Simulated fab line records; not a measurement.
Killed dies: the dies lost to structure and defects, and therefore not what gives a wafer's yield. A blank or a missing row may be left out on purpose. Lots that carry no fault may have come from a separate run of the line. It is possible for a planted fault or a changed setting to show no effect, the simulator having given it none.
Which of the tools did it?    flow berkeley cmos170    7 lots, 21 wafers sampled, at 1 step of a route of 331

== WHAT THE GAUGES SHOWED, per wafer ==
UCB170_ACTIVE_THK_MEAS_06.
lot   measured     on             ACTIVE_NITRIDE_THK (nm)
L532  day 5 00:56  film metro-02  220.3 222.5 222.0
L536  day 5 13:46  film metro-01  225.4 225.2 224.2
L540  day 5 22:46  film metro-02  225.8 228.3 228.2
L542  day 6 22:46  film metro-01  220.0 221.5 221.6
L547  day 7 05:22  film metro-02  220.7 219.1 220.2
L549  day 7 22:37  film metro-02  224.8 223.2 224.3
L554  day 9 07:46  film metro-03  223.1 223.4 223.8

== WHAT TOOL EACH LOT RAN ON (gives the tool, then ch and the chambers of the sampled wafers, and finally the start) ==
Record: no process step prior to these readings.

== THE ANSWER, worked out from the rows above alone ==
Rule: usual is defined by the lots themselves. The widest of any qualifying gaps counts: lots, ordered by their means at a reading, are off when they make up no more than a third of the lots, leave a main group of 4 or more, and stand apart from it by 3 or more times the standard deviation of that group's means. A main group whose means are all the same, to the digits that the tables above print for the reading, isn't used. A lot without any number at a reading at which 4 lots or more have one is off too. Where the step has rows for the other lots, those lots are counted as sound.
No lot is off at any reading shown: from this, nothing can be told.

== WHAT WAS PUT IN BY THE SIMULATOR ==
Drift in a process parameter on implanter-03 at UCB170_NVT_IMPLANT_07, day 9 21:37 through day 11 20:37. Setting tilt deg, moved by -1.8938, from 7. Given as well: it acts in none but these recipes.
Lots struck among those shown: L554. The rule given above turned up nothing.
